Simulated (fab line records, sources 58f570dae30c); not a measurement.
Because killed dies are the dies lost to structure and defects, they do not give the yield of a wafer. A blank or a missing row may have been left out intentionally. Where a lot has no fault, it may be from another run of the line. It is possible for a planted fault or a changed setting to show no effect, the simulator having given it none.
Comparing a struck lot with a sound one | flow berkeley-cmos170 | 33 steps out of a route of 331
Sound: the wafers L735.1, L735.3, L735.6. Wafers L748.1, L748.2, L748.3 were the ones struck. Last of all comes the cause.
At each step with rows: each side's tool, then ch and its chambers, then its first start. Under that, the readings that differ: sound wafers | struck wafers | difference of the means | sigmas: that difference in standard deviations of wafers without a fault.
alike: readings with means less than 2 such deviations apart, plus words and numbers identical on both sides. not compared: withheld readings, readings lacking a value on some wafer, bounds such as >300 that could conceal the same value, and numbers that have no deviation in the record and whose values overlap.
The two part at a step that has a row with sigmas, a row that says differs or no value, or rows on one side only. Numbers that don't overlap but have no deviation are shown without sigmas and don't part them. A reading missing from all wafers of one side parts the sides only when that side holds two or more wafers.

first, 6 steps without rows for these wafers: UCB170_SDANNEAL_RTA_01 (time 5 s); UCB170_SILICIDE_PRE_CLEAN_00 (preclean etch time 60 s); UCB170_SILICIDE_SPUTTER_01 (material Ti, target thk 30 nm, time 25 s); UCB170_SILICIDE_RTA_04 (time 15 s); UCB170_SILICIDE_WET_ETCH_05 (etches Ti in SPM, time 45 s); UCB170_CONTACT_CLEAN_00 (cleans in SPM, time 600 s).
UCB170_CONTACT_CVD_01: deposits PSG from SiH4/O2/PH3, target thk 700 nm, time 2820 s.
  sound on lpcvd-01 ch 1, day 8 13:33; struck on lpcvd-01 ch 0, day 11 00:17
  reading                                 | sound             | struck            | difference | sigmas
  ph3-flow-sccm (sccm)                    | 25.02 25.02 24.94 | 20.12 20.05 20.11 | -4.90      | -65
  model.PSG_of_CONTACT_CVD_01.thk-nm (nm) | 700.7 699.1 700   | 682 686.3 684.7   | -16        |
  alike: spike-tc-load-C
UCB170_CONTACT_THK_MEAS_02:
  struck on film-metro-01, day 11 02:04; sound on film-metro-01, day 8 15:20
  reading              | sound       | struck      | difference | sigmas
  CONTACT_PSG_THK (nm) | 701 699 700 | 682 686 685 | -16        | -3
then, 13 steps without rows for these wafers: UCB170_CONTACT_HMDS_03 (prime time 60 s); UCB170_CONTACT_COAT_04 (resist thk 900 nm); UCB170_CONTACT_SOFTBAKE_05 (time 60 s); UCB170_CONTACT_STRIP_06 (strips in O2); UCB170_CONTACT_CLEAN_07 (cleans in SPM, time 600 s); UCB170_CONTACT_RTA_08 (time 10 s); UCB170_CONTACT_COAT_09; UCB170_CONTACT_COAT_10 (resist thk 900 nm); UCB170_CONTACT_SOFTBAKE_11 (time 60 s); UCB170_CONTACT_EXPOSE_12 (exposes mask CONT, target cd 700 nm); UCB170_CONTACT_PEB_13; UCB170_CONTACT_DEVELOP_14 (develop time 45 s); UCB170_CONTACT_ETCH_17 (etches BARC in N2/H2).
UCB170_CONTACT_ETCH_18: etches PSG in CHF3/CF4/Ar, stops on TiSi2, target depth 840 nm, time 195 s.
  sound: rie-diel-02 ch 1,2,3; struck: rie-diel-02 ch 0,1,3
  reading                             | sound           | struck          | difference | sigmas
  model.CONTACT.feature-depth-nm (nm) | 700.7 699.1 700 | 682 686.3 684.7 | -16        |
  model.etch.depth-nm (nm)            | 700.7 699.1 700 | 682 686.3 684.7 | -16        |
  alike: drypump-motor-current-A, oes-product-au, throttle-valve-pct
  not compared: rf-hours-counter-h
then, 9 steps without rows for these wafers: UCB170_CONTACT_STRIP_19 (strips in O2); UCB170_CONTACT_CLEAN_20 (cleans in SPM, time 600 s); UCB170_M1_SPUTTER_00 (material Al, target thk 600 nm, time 80 s); UCB170_M1_COAT_03; UCB170_M1_COAT_04 (resist thk 900 nm); UCB170_M1_SOFTBAKE_05 (time 60 s); UCB170_M1_EXPOSE_06 (exposes mask METAL1, target cd 700 nm); UCB170_M1_PEB_07; UCB170_M1_DEVELOP_08 (develop time 45 s).
UCB170_M1_METAL_ETCH_12: etches Al in Cl2/BCl3, stops on PSG, target depth 780 nm, time 130 s.
  sound on rie-metal-03 ch 0,1, day 8 20:10; struck on rie-metal-03 ch 0, day 11 06:28
  reading                                 | sound             | struck          | difference | sigmas
  model.PSG_of_CONTACT_CVD_01.thk-nm (nm) | 664.8 663.1 664.1 | 646.2 650.7 649 | -15.4      |
  alike: bcl3-flow-sccm, drypump-motor-current-A, oes-product-au, throttle-valve-pct
  not compared: rf-hours-counter-h
UCB170_M3_PROBE_99:
  the record holds rows for the sound wafers here (prober-01, day 9 13:29) but none for the struck ones

## WHERE THEY PART
At UCB170_CONTACT_CVD_01 first; at UCB170_M3_PROBE_99 last (within this record only).

WHY: the cause the simulator had injected
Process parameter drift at UCB170_CONTACT_CVD_01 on lpcvd-01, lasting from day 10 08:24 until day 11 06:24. Setting ph3-flow-sccm, moved by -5, from 25.
